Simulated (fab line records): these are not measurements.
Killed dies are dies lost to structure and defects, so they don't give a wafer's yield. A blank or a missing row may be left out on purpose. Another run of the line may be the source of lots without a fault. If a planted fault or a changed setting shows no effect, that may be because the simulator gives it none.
fab line records	flow rit_cmos
[record] lots = 6	wafers = 18	last_day = 7
route steps=202 shown ACTIVE@8 FOX1@20 FOX2@23 NWELL@28 PWELL@39 GATE@95 M1@202
lots that met no fault: from a run of the same line without faults
start_h: the number of hours between the record's first day and the start of the first shown wafer of the lot	wait_h: hours elapsed since this lot's preceding step	" as in the row above	L1.1+2: several wafers, shown together as one row	- either no value or no given start	* or withheld: withheld	< > ~ a bound
route shown NAME@n: names a module that has steps shown in the file, with the first one's number in the route	usual: mean and standard deviation over wafers with no fault	same: alike in all rows	chamber/n: place in a boat	sites: each site's reading	_std_site: the values' standard deviation	_edge_site: inner sites' mean taken away from outer sites' mean	radius_mm: for every site, how far away it sits from the centre of the wafer	mask NAME#n: copy n	behind: the tool/chamber that last shaped the wafer	hold: why the lot went on hold/how many hours it stayed there/how the hold came to an end	device: names the non-switching transistor (n, p or np)	end of line: at the end of the route, the tests of the same wafers	a step given without rows: its recipe and nothing more	killed: the dies lost at the first sort to structure and to defects; this is not the yield of the wafer	map: a wafer's dies, marking killed ones x, the rest . and places with no die _
set.NAME: setting as actually run; set.NAME@STEP: the setting as run at that earlier step	model.NAME: the simulator's own value behind a step, which no gauge read
a table for each step, a row for each wafer; lots at some steps of the route
services: from which hour (start_h, from the record's first day; less than 0 if before it) a tool's chamber was out of use, for how many hours, and why
[[steps]]
[step RIT_ACTIVE_SOFTBAKE_07]
[recipe] resist = NOVOLAK	temp_c = 90	time_s = 60
[step RIT_ACTIVE_EXPOSE_08]
[recipe] mask_id = M1	na = 0.6	source_shape = conventional	sigma_outer = 0.6	target_cd_nm = 1400	dose_mj = 225
[step RIT_ACTIVE_PEB_09]
[recipe] resist = NOVOLAK	temp_c = withheld	time_s = withheld
[step RIT_ACTIVE_DEVELOP_10]
[recipe] resist = NOVOLAK	develop_time_s = 50	dev_temp_c = 23
[step RIT_ACTIVE_CD_MEAS_11]
[recipe] target_cd_nm = 1400
[usual] cd_nm = 1400.6/2.3
lot.wafer	tool	chamber	start_h	wait_h	cd_nm
L905.2	cd_sem-02	-	15.24	-	1400.9
L905.5	"	-	"	"	1399.2
L905.6	"	-	"	"	1398.9
L913.2	cd_sem-01	-	54.67	-	1400.1
L913.4	"	-	"	"	1399.1
L913.6	"	-	"	"	1398.1
L919.1	cd_sem-02	-	85.51	-	1398.5
L919.4	"	-	"	"	1397.1
L919.6	"	-	"	"	1395.3
L922.1	cd_sem-01	-	100.61	-	1401.8
L922.2	"	-	"	"	1401.7
L922.3	"	-	"	"	1401.8
L925.1	cd_sem-02	-	115.00	-	1400.8
L925.3	"	-	"	"	1403.2
L925.5	"	-	"	"	1403.8
L927.2	cd_sem-02	-	124.49	-	1401.3
L927.3	"	-	"	"	1401.2
L927.5	"	-	"	"	1399.1
[step RIT_ACTIVE_HARDBAKE_12]
[recipe] resist = NOVOLAK	temp_c = 140	time_s = 60
[step RIT_ACTIVE_ETCH_13]
[recipe] stop_on = SiO2	chemistry = SF6	target = Si3N4	time_s = 210	over_etch_frac = 0.4	SF6_flow_sccm = 200	pressure_mtorr = 260	rf_w = 125	target_depth_a = 2100
[usual] drypump_motor_current_A = 5.9/0.43	oes_product_au = 0.822/0.011	rf_fwd_power_W = 124.6/0.4	throttle_valve_pct = 7.50/0.11
lot.wafer	tool	chamber	start_h	wait_h	drypump_motor_current_A	oes_product_au	rf_fwd_power_W	rf_hours_counter_h	throttle_valve_pct
L905.2	rie_diel-03	1	15.52	0.1	5.5	0.838	124.5	16	7.44
L905.5	"	1	"	"	5.5	0.836	124.7	-	7.46
L905.6	"	0	"	"	6.2	0.810	124.1	-	7.65
L913.2	rie_diel-01	3	54.92	0.1	6.6	0.817	124.4	165	7.67
L913.4	"	0	"	"	6.4	0.819	125.1	156	7.41
L913.6	"	2	"	"	6.3	0.823	124.6	-	7.39
L919.1	rie_diel-03	0	85.78	0.1	6.2	0.814	124.7	132	7.65
L919.4	"	2	"	"	6.0	0.831	124.7	57	7.36
L919.6	"	1	"	"	5.5	0.833	124.5	-	7.44
L922.1	rie_diel-04	2	100.88	0.1	5.6	0.813	124.2	50	7.44
L922.2	"	3	"	"	5.4	0.815	124.6	18	7.63
L922.3	"	0	"	"	6.4	0.810	125.0	7	7.48
L925.1	rie_diel-01	2	115.27	0.1	6.2	0.832	124.2	77	7.39
L925.3	"	3	"	"	6.6	0.815	124.6	0	7.66
L925.5	"	2	"	"	6.2	0.828	124.4	-	7.37
L927.2	rie_diel-04	2	124.74	0.1	5.6	0.821	124.5	51	7.46
L927.3	"	3	"	"	5.4	0.832	124.1	18	7.62
L927.5	"	0	"	"	6.4	0.814	124.7	-	7.47
[step RIT_ACTIVE_STRIP_14]
[recipe] chemistry = O2	time_s = 180	resist = NOVOLAK	platen_temp_c = withheld	power_w = 500	pressure_mtorr = 4000	o2_flow_sccm = 4000
[usual] drypump_motor_current_A = 5.43/0.2
lot.wafer	tool	chamber	start_h	wait_h	drypump_motor_current_A	rf_hours_counter_h
L905.2	plasma_asher-01	1	15.65	0.1	5.12	33
L905.5	"	1	"	"	5.12	-
L905.6	"	0	"	"	5.50	-
L913.2	plasma_asher-01	1	55.05	0.1	5.16	37
L913.4	"	0	"	"	5.54	-
L913.6	"	1	"	"	5.14	-
L919.1	plasma_asher-02	1	85.92	0.1	5.49	44
L919.4	"	0	"	"	5.59	-
L919.6	"	1	"	"	5.50	-
L922.1	plasma_asher-02	1	101.02	0.1	5.50	46
L922.2	"	0	"	"	5.56	46
L922.3	"	0	"	"	5.53	-
L925.1	plasma_asher-04	0	115.40	0.1	5.65	32
L925.3	"	1	"	"	5.12	-
L925.5	"	0	"	"	5.65	-
L927.2	plasma_asher-04	1	124.87	0.1	5.14	33
L927.3	"	1	"	"	5.14	-
L927.5	"	0	"	"	5.68	-
[step RIT_ACTIVE_CD_MEAS_90]
[recipe] target_cd_nm = 1400
[usual] cd_nm = 1400.6/2.4
lot.wafer	tool	chamber	start_h	wait_h	cd_nm
L905.2	cd_sem-01	-	15.84	0.1	1400.5
L905.5	"	-	"	"	1399.5
L905.6	"	-	"	"	1398.5
L913.2	cd_sem-01	-	55.25	0.1	1399.9
L913.4	"	-	"	"	1399.2
L913.6	"	-	"	"	1398.0
L919.1	cd_sem-02	-	86.09	0.1	1398.3
L919.4	"	-	"	"	1397.0
L919.6	"	-	"	"	1395.6
L922.1	cd_sem-01	-	101.19	0.1	1401.7
L922.2	"	-	"	"	1401.0
L922.3	"	-	"	"	1402.1
L925.1	cd_sem-01	-	115.58	0.1	1401.4
L925.3	"	-	"	"	1403.3
L925.5	"	-	"	"	1404.2
L927.2	cd_sem-02	-	125.07	0.1	1401.0
L927.3	"	-	"	"	1401.2
L927.5	"	-	"	"	1399.1
[step RIT_ACTIVE_CLEAN_15]
[recipe] chemistry = SC1	mix = 3:3:50	time_s = 600	temp_c = 75
[step RIT_ACTIVE_CLEAN_16]
[recipe] chemistry = dHF	dilution = 50:1	time_s = 30
[step RIT_ACTIVE_CLEAN_17]
[recipe] chemistry = SC2	mix = 3:3:50	time_s = 600	temp_c = 75	dry = n2_spin
[step RIT_FOX1_OXIDATION_00]
[recipe] temp_c = 1100	ambient = H2O	target_thk_a = 3507	p_h2o_torr = 720	ox_time_s = 1130
[usual] ox_temp_c_max = 1104.6/1	spike_tc_centre_C = 1102.4/1.4	zone_power_centre_pct = 48.7/2.3	zone_power_source_pct = 40.4/2.4
[same] ox_time_s = 1130
lot.wafer	tool	chamber	start_h	wait_h	ox_temp_c_max	spike_tc_centre_C	zone_power_centre_pct	zone_power_source_pct
L905.2	furnace-04	0	19.32	3.0	1103.9	1104.7	45.3	43.8
L905.5	"	0	"	"	1103.9	1103.4	45.8	43.4
L905.6	"	0	"	"	1104.0	1102.5	45.6	43.0
L913.2	furnace-03	0	57.59	1.9	1103.7	1101.0	49.1	40.8
L913.4	"	0	"	"	1103.1	1101.0	48.5	40.8
L913.6	"	0	"	"	1105.8	1102.3	48.1	41.0
L919.1	furnace-04	0	88.34	1.7	1104.9	1103.1	46.5	43.7
L919.4	"	0	"	"	1106.0	1102.7	46.8	43.1
L919.6	"	0	"	"	1105.0	1100.8	46.0	43.4
L922.1	furnace-04	0	101.85	0.2	1104.2	1104.2	46.8	42.9
L922.2	"	0	"	"	1103.6	1104.1	45.3	42.7
L922.3	"	0	"	"	1103.5	1104.9	45.5	43.6
L925.1	furnace-03	0	117.31	1.2	1103.3	1103.1	49.0	40.7
L925.3	"	0	"	"	1105.2	1103.3	47.6	40.5
L925.5	"	0	"	"	1103.7	1101.4	49.0	40.8
L927.2	furnace-01	0	127.72	2.2	1103.8	1102.3	51.3	37.5
L927.3	"	0	"	"	1104.9	1101.5	51.5	36.8
L927.5	"	0	"	"	1103.5	1102.7	50.3	37.1
[step RIT_FOX1_THK_MEAS_01]
[recipe] reads = SiO2_of_FOX1_OXIDATION_00
[usual] FOX1_OXIDE_THK = 349/7.2
lot.wafer	tool	chamber	start_h	wait_h	FOX1_OXIDE_THK[nm]
L905.2	film_metro-01	-	20.64	0.0	355
L905.5	"	-	"	"	348
L905.6	"	-	"	"	351
L913.2	film_metro-02	-	58.92	0.0	350
L913.4	"	-	"	"	345
L913.6	"	-	"	"	355
L919.1	film_metro-04	-	89.66	0.0	352
L919.4	"	-	"	"	349
L919.6	"	-	"	"	353
L922.1	film_metro-04	-	103.17	0.0	359
L922.2	"	-	"	"	357
L922.3	"	-	"	"	363
L925.1	film_metro-02	-	118.62	0.0	355
L925.3	"	-	"	"	351
L925.5	"	-	"	"	355
L927.2	film_metro-01	-	129.04	0.0	343
L927.3	"	-	"	"	339
L927.5	"	-	"	"	342
[step RIT_FOX1_WET_ETCH_02]
[recipe] chemistry = BOE	target_depth_nm = 350	time_s = 390	temp_c = 21.5	dry = n2_spin	dilution = 10:1	target = SiO2
[step RIT_FOX2_OXIDATION_00]
[recipe] temp_c = 1100	ambient = H2O	target_thk_a = 3507	p_h2o_torr = 720	ox_time_s = 1130
[step RIT_FOX2_THK_MEAS_01]
[recipe] reads = SiO2_of_FOX2_OXIDATION_00
[usual] FOX2_OXIDE_THK = 348/6.5
lot.wafer	tool	chamber	start_h	wait_h	FOX2_OXIDE_THK[nm]
L905.2	film_metro-01	-	28.48	0.0	348
L905.5	"	-	"	"	353
L905.6	"	-	"	"	352
L913.2	film_metro-03	-	60.80	0.0	337
L913.4	"	-	"	"	332
L913.6	"	-	"	"	332
L919.1	film_metro-01	-	91.17	0.0	354
L919.4	"	-	"	"	348
L919.6	"	-	"	"	352
L922.1	film_metro-01	-	104.66	0.0	350
L922.2	"	-	"	"	351
L922.3	"	-	"	"	354
L925.1	film_metro-02	-	120.11	0.0	348
L925.3	"	-	"	"	342
L925.5	"	-	"	"	347
L927.2	film_metro-03	-	130.54	0.0	349
L927.3	"	-	"	"	346
L927.5	"	-	"	"	345
[step RIT_FOX2_CLEAN_02]
[recipe] chemistry = dHF	dilution = 50:1	time_s = 180
[step RIT_FOX2_WET_ETCH_03]
[recipe] chemistry = H3PO4	target = Si3N4	target_depth_nm = 195	temp_c = 165	time_s = 2700
[step RIT_FOX2_THK_MEAS_90]
[recipe] reads = SiO2_of_FOX2_OXIDATION_00
[usual] FIELD_OXIDE_LEFT_1_THK = 320/6.5
lot.wafer	tool	chamber	start_h	wait_h	FIELD_OXIDE_LEFT_1_THK[nm]
L905.2	film_metro-03	-	29.36	0.0	321
L905.5	"	-	"	"	325
L905.6	"	-	"	"	325
L913.2	film_metro-02	-	61.67	0.0	310
L913.4	"	-	"	"	305
L913.6	"	-	"	"	305
L919.1	film_metro-03	-	92.05	0.0	328
L919.4	"	-	"	"	321
L919.6	"	-	"	"	326
L922.1	film_metro-02	-	105.53	0.0	323
L922.2	"	-	"	"	323
L922.3	"	-	"	"	326
L925.1	film_metro-02	-	121.06	0.0	321
L925.3	"	-	"	"	315
L925.5	"	-	"	"	320
L927.2	film_metro-02	-	132.17	0.0	321
L927.3	"	-	"	"	319
L927.5	"	-	"	"	318
[step RIT_NWELL_HMDS_00]
[recipe] prime_time_s = 60	prime_temp_c = 140
[step RIT_NWELL_COAT_01]
[recipe] resist = NOVOLAK	spin_rpm = 2000	resist_thk_nm = 1300
[step RIT_NWELL_SOFTBAKE_02]
[recipe] resist = NOVOLAK	temp_c = 90	time_s = 60
[step RIT_NWELL_EXPOSE_03]
[recipe] mask_id = M2	na = 0.57	target_cd_nm = 43900	dose_mj = 250
[step RIT_NWELL_PEB_04]
[recipe] resist = NOVOLAK	temp_c = withheld	time_s = withheld
[step RIT_NWELL_DEVELOP_05]
[recipe] resist = NOVOLAK	develop_time_s = 68	dev_temp_c = 23
[step RIT_NWELL_OVL_MEAS_06]
[usual] NWELL_OVL = -0.3/1.3
lot.wafer	tool	chamber	start_h	wait_h	NWELL_OVL[nm]
L905.2	overlay-02	-	30.42	-	-0.9
L905.5	"	-	"	"	-0.6
L905.6	"	-	"	"	-0.9
L913.2	overlay-01	-	62.73	-	-0.5
L913.4	"	-	"	"	0.1
L913.6	"	-	"	"	1.4
L919.1	overlay-01	-	93.12	-	0.1
L919.4	"	-	"	"	0.3
L919.6	"	-	"	"	-0.5
L922.1	overlay-01	-	106.47	-	1.9
L922.2	"	-	"	"	1.1
L922.3	"	-	"	"	0.3
L925.1	overlay-02	-	122.12	-	-2.9
L925.3	"	-	"	"	-0.6
L925.5	"	-	"	"	-0.5
L927.2	overlay-02	-	133.19	-	-0.7
L927.3	"	-	"	"	1.3
L927.5	"	-	"	"	-0.3
[step RIT_NWELL_HARDBAKE_07]
[recipe] resist = NOVOLAK	temp_c = 140	time_s = 120
[step RIT_NWELL_IMPLANT_08]
[recipe] species = P	energy_kev = 170	dose_cm2 = 5e+13	tilt_deg = 7
[step RIT_NWELL_STRIP_09]
[recipe] chemistry = O2	time_s = 180	resist = NOVOLAK	platen_temp_c = withheld	power_w = 500	pressure_mtorr = 4000	o2_flow_sccm = 4000
[usual] drypump_motor_current_A = 5.6/0.35
lot.wafer	tool	chamber	start_h	wait_h	drypump_motor_current_A	rf_hours_counter_h
L905.2	plasma_asher-01	1	30.85	0.1	5.1	34
L905.5	"	0	"	"	5.5	-
L905.6	"	1	"	"	5.1	-
L913.2	plasma_asher-02	0	63.16	0.1	5.6	42
L913.4	"	0	"	"	5.6	-
L913.6	"	0	"	"	5.6	-
L919.1	plasma_asher-02	0	93.55	0.1	5.6	45
L919.4	"	0	"	"	5.6	-
L919.6	"	0	"	"	5.6	-
L922.1	plasma_asher-02	0	106.91	0.1	5.6	47
L922.2	"	1	"	"	5.5	47
L922.3	"	0	"	"	5.6	-
L925.1	plasma_asher-02	1	122.56	0.1	5.5	49
L925.3	"	0	"	"	5.6	-
L925.5	"	1	"	"	5.5	-
L927.2	plasma_asher-02	0	133.62	0.1	5.6	50
L927.3	"	0	"	"	5.6	-
L927.5	"	0	"	"	5.6	-
[step RIT_NWELL_TW_MEAS_10]
[usual] NWELL_TW = 2138/22
lot.wafer	tool	chamber	start_h	wait_h	NWELL_TW
L905.2	film_metro-02	-	31.03	0.1	2150
L905.5	"	-	"	"	2164
L905.6	"	-	"	"	2161
L913.2	film_metro-04	-	63.35	0.1	2103
L913.4	"	-	"	"	2103
L913.6	"	-	"	"	2105
L919.1	film_metro-04	-	93.73	0.1	2098
L919.4	"	-	"	"	2102
L919.6	"	-	"	"	2110
L922.1	film_metro-02	-	107.08	0.1	2149
L922.2	"	-	"	"	2155
L922.3	"	-	"	"	2155
L925.1	film_metro-03	-	122.74	0.1	2127
L925.3	"	-	"	"	2123
L925.5	"	-	"	"	2141
L927.2	film_metro-02	-	133.81	0.1	2160
L927.3	"	-	"	"	2156
L927.5	"	-	"	"	2141
[step RIT_PWELL_HMDS_00]
[recipe] prime_time_s = 60	prime_temp_c = 140
[step RIT_PWELL_COAT_01]
[recipe] resist = NOVOLAK	spin_rpm = 2000	resist_thk_nm = 1300
[step RIT_PWELL_SOFTBAKE_02]
[recipe] resist = NOVOLAK	temp_c = 90	time_s = 60
[step RIT_PWELL_EXPOSE_03]
[recipe] mask_id = M3	na = 0.57	target_cd_nm = 43700	dose_mj = 250
[step RIT_PWELL_PEB_04]
[recipe] resist = NOVOLAK	temp_c = withheld	time_s = withheld
[step RIT_PWELL_DEVELOP_05]
[recipe] resist = NOVOLAK	develop_time_s = 68	dev_temp_c = 23
[step RIT_PWELL_OVL_MEAS_06]
[usual] PWELL_OVL = -0.4/1.4
lot.wafer	tool	chamber	start_h	wait_h	PWELL_OVL[nm]
L905.2	overlay-01	-	32.09	-	-2.3
L905.5	"	-	"	"	-2.2
L905.6	"	-	"	"	-2.2
L913.2	overlay-01	-	64.43	-	0.6
L913.4	"	-	"	"	1.4
L913.6	"	-	"	"	1.0
L919.1	overlay-02	-	94.67	-	-0.7
L919.4	"	-	"	"	-3.2
L919.6	"	-	"	"	-2.0
L922.1	overlay-02	-	108.02	-	0.8
L922.2	"	-	"	"	-1.5
L922.3	"	-	"	"	-0.5
L925.1	overlay-02	-	123.79	-	0.9
L925.3	"	-	"	"	0.6
L925.5	"	-	"	"	0.8
L927.2	overlay-02	-	134.94	-	0.2
L927.3	"	-	"	"	-0.3
L927.5	"	-	"	"	-1.5
[step RIT_PWELL_HARDBAKE_07]
[recipe] resist = NOVOLAK	temp_c = 140	time_s = 120
[step RIT_PWELL_IMPLANT_08]
[recipe] species = B	energy_kev = 170	dose_cm2 = 7e+13	tilt_deg = 7
[step RIT_PWELL_STRIP_09]
[recipe] chemistry = O2	time_s = 180	resist = NOVOLAK	platen_temp_c = withheld	power_w = 500	pressure_mtorr = 4000	o2_flow_sccm = 4000
[usual] drypump_motor_current_A = 5.7/0.55
lot.wafer	tool	chamber	start_h	wait_h	drypump_motor_current_A	rf_hours_counter_h
L905.2	plasma_asher-04	0	32.52	0.1	5.7	23
L905.5	"	0	"	"	5.6	-
L905.6	"	1	"	"	5.2	-
L913.2	plasma_asher-01	1	64.86	0.1	5.1	38
L913.4	"	0	"	"	5.5	-
L913.6	"	1	"	"	5.1	-
L919.1	plasma_asher-01	1	95.25	0.2	5.1	41
L919.4	"	1	"	"	5.1	-
L919.6	"	1	"	"	5.1	-
L922.1	plasma_asher-04	1	108.46	0.1	5.1	31
L922.2	"	0	"	"	5.7	31
L922.3	"	1	"	"	5.1	-
L925.1	plasma_asher-03	0	124.34	0.1	5.9	1
L925.3	"	0	"	"	5.9	-
L925.5	"	0	"	"	5.9	-
L927.2	plasma_asher-04	1	135.37	0.1	5.1	34
L927.3	"	1	"	"	5.2	-
L927.5	"	1	"	"	5.2	-
[step RIT_PWELL_TW_MEAS_10]
[usual] PWELL_TW = 949/9.7
lot.wafer	tool	chamber	start_h	wait_h	PWELL_TW
L905.2	film_metro-03	-	32.71	0.1	951
L905.5	"	-	"	"	947
L905.6	"	-	"	"	958
L913.2	film_metro-02	-	65.04	0.1	952
L913.4	"	-	"	"	963
L913.6	"	-	"	"	953
L919.1	film_metro-04	-	95.43	0.1	934
L919.4	"	-	"	"	937
L919.6	"	-	"	"	935
L922.1	film_metro-04	-	108.64	0.1	938
L922.2	"	-	"	"	935
L922.3	"	-	"	"	936
L925.1	film_metro-03	-	124.51	0.1	942
L925.3	"	-	"	"	944
L925.5	"	-	"	"	948
L927.2	film_metro-03	-	135.55	0.1	947
L927.3	"	-	"	"	949
L927.5	"	-	"	"	949
[step RIT_GATE_ETCH_19]
[recipe] chemistry = SF6/CHF3/O2	time_s = 165	SF6_flow_sccm = 30	CHF3_flow_sccm = 30	O2_flow_sccm = 5	target = poly-Si	pressure_mtorr = 40	rf_w = 160	target_depth_a = 3125	over_etch_frac = 0.25	stop_on = SiO2
[usual] drypump_motor_current_A = 5.7/0.46	oes_product_au = 0.849/0.015	rf_fwd_power_W = 159.4/0.51	throttle_valve_pct = 10.15/0.13
lot.wafer	tool	chamber	start_h	wait_h	drypump_motor_current_A	oes_product_au	rf_fwd_power_W	rf_hours_counter_h	throttle_valve_pct	model.GATE.cd_nm
L905.2	rie_si-01	0	47.87	0.1	5.6	0.865	158.8	27	10.09	143.9
L905.5	"	0	"	"	5.6	0.858	159.7	-	10.11	144.4
L905.6	"	3	"	"	5.7	0.844	159.6	-	9.97	144.1
L913.2	rie_si-01	0	80.15	0.1	5.6	0.864	159.0	28	10.11	152.1
L913.4	"	1	"	"	5.9	0.872	158.6	6	10.28	150.9
L913.6	"	1	"	"	5.9	0.879	159.8	-	10.30	150.4
L919.1	rie_si-01	2	111.32	0.1	6.2	0.852	160.2	95	9.97	147.5
L919.4	"	1	"	"	5.9	0.862	160.0	6	10.29	146
L919.6	"	1	"	"	5.9	0.868	159.1	-	10.29	143.9
L922.1	rie_si-02	0	123.32	0.1	6.1	0.861	159.8	0	10.11	144.4
L922.2	"	3	"	"	4.6	0.874	159.0	87	10.20	146.1
L922.3	"	2	"	"	5.8	0.863	158.9	116	10.16	143
L925.1	rie_si-01	0	140.20	0.1	5.6	0.858	159.9	28	10.10	150.2
L925.3	"	1	"	"	5.9	0.860	159.5	7	10.28	151.6
L925.5	"	0	"	"	5.6	0.859	159.4	-	10.10	150.1
L927.2	rie_si-01	1	152.33	0.1	5.9	0.869	159.3	7	10.29	147.1
L927.3	"	2	"	"	6.2	0.837	159.2	95	9.94	149.3
L927.5	"	1	"	"	5.9	0.863	159.6	-	10.29	147.6
[step RIT_M1_PROBE_99]
[usual] killed_at_front_end = 7/3	killed_dies = 7/3	killed_open = 3.6/1.9	killed_short = 3.2/1.8
[same] gross_dies = 264	killed_at_M0_to_M3 = 0	killed_at_M4_up = 0	killed_at_back_side = 0	killed_at_contacts = 0	killed_at_other = 0
lot.wafer	tool	chamber	start_h	wait_h	killed_at_front_end	killed_dies	killed_open	killed_short	model.etest.nmos_0p15.drive_ua_um	model.etest.pmos_0p15.drive_ua_um	model.etest.npoly_line.line_ohm_um	model.etest.ppoly_line.line_ohm_um	model.etest.npoly_line.width_nm	model.etest.ppoly_line.width_nm	model.etest.ring.delay_ps	model.etest.retro_edge_nmos.off_log10_a_um
L905.2	prober-02	-	70.22	0.1	8	8	5	3	482.8	258.2	179.5	172.9	94.55	95.52	25.69	-9.247
L905.5	prober-02	-	70.37	0.2	8	8	4	4	496.8	267.2	177.6	172.3	95.65	96.61	25.2	-9.348
L905.6	prober-02	-	70.42	0.2	8	8	4	4	481.9	256.4	179.4	172.5	95.11	95.75	25.77	-9.297
L913.2	prober-02	-	103.63	0.1	5	5	3	2	469.9	256.1	166.2	159.3	104.4	104.8	27.41	-9.913
L913.4	prober-02	-	103.73	0.2	8	8	3	5	476.5	261.8	165	158.5	103.6	104.3	26.92	-9.753
L913.6	prober-02	-	103.83	0.2	7	7	5	2	481.5	266.9	169.1	161.9	102.7	104	26.6	-9.878
L919.1	prober-02	-	132.99	0.1	6	6	2	2	477.7	264.5	165.5	160.8	99	99.79	26.16	-9.796
L919.4	prober-02	-	133.14	0.2	11	11	1	1	489.1	275	171.6	166.2	98.38	99.66	25.61	-9.469
L919.6	prober-02	-	133.24	0.2	20	20	5	4	493.4	270.4	176.3	170.1	95.75	96.34	25.32	-9.34
L922.1	prober-01	-	142.90	0.1	12	12	2	2	496.6	265.4	176.7	170.2	96.77	97.34	25.42	-9.44
L922.2	prober-01	-	142.95	0.1	14	14	1	2	491	261.5	171.8	166.5	98.1	98.68	26.13	-9.39
L922.3	prober-01	-	143.00	0.2	13	13	3	4	508	274.6	178.6	171.9	95.81	97.02	24.86	-9.15
L925.1	prober-02	-	161.23	0.1	8	8	5	3	484	259.8	163.9	160.2	103.6	103.8	26.98	-9.854
L925.3	prober-02	-	161.33	0.2	2	2	0	2	473.1	257.2	162.7	156.3	104.4	105.5	27.23	-9.861
L925.5	prober-02	-	161.43	0.2	5	5	2	3	485.4	264	164.4	160.5	103.3	103.5	26.56	-9.871
L927.2	prober-02	-	172.69	0.1	6	6	1	5	466	258.8	174.1	166.8	98.53	99.09	26.78	-9.905
L927.3	prober-02	-	172.74	0.2	5	5	3	2	466.5	261.4	166.5	158.6	101	101.8	26.84	-10.34
L927.5	prober-02	-	172.84	0.2	7	7	3	4	473.6	264.7	170	164.8	99.51	100.2	26.48	-10.2
// killed by level:class
L905.2 GATE:geometric_particle:open=3 SPACER:geometric_particle:short=2 FOX1:geometric_particle:open=1 FOX2:geometric_particle:open=1 FOX2:geometric_particle:short=1
L905.5 GATE:geometric_particle:short=4 SILICIDE:geometric_particle:open=2 GATE:geometric_particle:open=1 SPACER:geometric_particle:open=1
L905.6 GATE:geometric_particle:open=4 GATE:geometric_particle:short=2 SILICIDE:geometric_particle:short=2
L913.2 GATE:geometric_particle:short=2 FOX2:geometric_particle:open=1 GATE:geometric_particle:open=1 SPACER:geometric_particle:open=1
L913.4 REOX:geometric_particle:short=2 GATE:geometric_particle:open=1 GATE:geometric_particle:short=1 REOX:geometric_particle:open=1 SPACER:geometric_particle:open=1 SPACER:geometric_particle:short=1 SILICIDE:geometric_particle:short=1
L913.6 SPACER:geometric_particle:open=3 GATE:geometric_particle:open=2 GATE:geometric_particle:short=1 REOX:geometric_particle:short=1
L919.1 GATE:geometric_particle:open=2 FOX1:unspecified=2 GATE:geometric_particle:short=1 SPACER:geometric_particle:short=1
L919.4 FOX1:unspecified=9 FOX1:geometric_particle:open=1 SPACER:geometric_particle:short=1
L919.6 FOX1:unspecified=11 FOX1:geometric_particle:open=3 GATE:geometric_particle:open=2 GATE:geometric_particle:short=2 FOX1:geometric_particle:short=1 SPACER:geometric_particle:short=1
L922.1 FOX1:unspecified=8 GATE:geometric_particle:short=2 FOX1:geometric_particle:open=1 SPACER:geometric_particle:open=1
L922.2 FOX1:unspecified=11 GATE:geometric_particle:short=1 REOX:geometric_particle:open=1 SPACER:geometric_particle:short=1
L922.3 FOX1:unspecified=6 REOX:geometric_particle:open=2 SPACER:geometric_particle:short=2 FOX1:geometric_particle:short=1 GATE:geometric_particle:open=1 GATE:geometric_particle:short=1
L925.1 SILICIDE:geometric_particle:open=3 GATE:geometric_particle:open=2 REOX:geometric_particle:short=2 SILICIDE:geometric_particle:short=1
L925.3 FOX1:geometric_particle:short=1 GATE:geometric_particle:short=1
L925.5 FOX2:geometric_particle:short=1 GATE:geometric_particle:short=1 GATE:geometric_particle:open=1 SPACER:geometric_particle:short=1 SILICIDE:geometric_particle:open=1
L927.2 FOX1:geometric_particle:short=2 GATE:geometric_particle:short=2 FOX1:geometric_particle:open=1 REOX:geometric_particle:short=1
L927.3 FOX1:geometric_particle:short=1 FOX2:geometric_particle:open=1 GATE:geometric_particle:open=1 REOX:geometric_particle:open=1 SILICIDE:geometric_particle:short=1
L927.5 FOX1:geometric_particle:open=1 FOX1:geometric_particle:short=1 GATE:geometric_particle:open=1 GATE:geometric_particle:short=1 REOX:geometric_particle:short=1 SILICIDE:geometric_particle:short=1 SILICIDE:geometric_particle:open=1
[[services]]
tool	chamber	start_h	hours	kind
rie_diel-01	-	-8.15	2.8	pm
furnace-01	-	14.25	3.8	pm
furnace-01	-	18.07	4.0	pm
furnace-03	-	22.35	5.1	pm
rie_si-01	0	22.49	3.0	repair
furnace-04	-	23.89	11.9	pm
rie_diel-01	-	24.98	0.3	repair
rie_si-02	2	33.89	4.1	repair
rie_diel-04	0	53.80	4.5	repair
rie_si-01	-	55.05	0.1	repair
plasma_asher-04	-	73.26	1.3	repair
rie_diel-01	3	78.66	-	clean
rie_diel-01	3	78.66	17.7	scheduled_down
rie_diel-01	3	78.66	17.7	vent_cycle
rie_diel-01	1	105.76	1.6	repair
rie_diel-03	2	107.46	4.1	repair
plasma_asher-03	-	108.75	9.0	pm
rie_diel-01	0	116.49	5.1	repair
rie_diel-01	0	121.58	-	clean
rie_diel-01	0	121.58	17.5	scheduled_down
plasma_asher-04	-	131.30	3.8	repair
rie_si-01	-	133.55	2.8	pm
furnace-04	-	149.93	4.1	pm
rie_diel-04	3	151.34	13.5	repair
[[key]]
[first_sign] step = RIT_M1_PROBE_99	reading = killed_at_front_end	direction = up	sigmas = 2	usual = 7	struck = 13	wafers_moved = 4
[effect] step = RIT_M1_PROBE_99	reading = killed_dies	direction = up	sigmas = 2	usual = 7	struck = 13	wafers_moved = 4
[model_effect] step = RIT_GATE_ETCH_19	value = GATE.cd_nm	without = 151	struck = 145.2
[model_effect] step = RIT_M1_PROBE_99	value = etest.nmos_0p15.drive_ua_um	without = 467.1	struck = 492.6
met_at RIT_FOX1_OXIDATION_00
struck_wafers L919.1,L919.4,L919.6,L922.1,L922.2,L922.3
tester_left_out L919,L922
[loop_trim] step = RIT_GATE_EXPOSE_13	setting = dose	lots = L919,L922
onset_between 19.32 88.34
also_fits RIT_ACTIVE_STRIP_14:plasma_asher-02
[fault] kind = chamber_particle_source	tool = furnace-04	chamber = 0	onset_h = 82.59	steps = RIT_FOX1_OXIDATION_00	rate_per_visit_cm2 = 0.047514	end_h = 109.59
// tester_left_out: of these lots the tester's yield and bins aren't shown, on N5 and GAA mostly nor the transistor test; their killed dies are dies lost to structure and defects alone, not to doping, threshold or leakage, so they don't give the yield
// loop_trim: a control loop set the setting to another value than it would have without faults
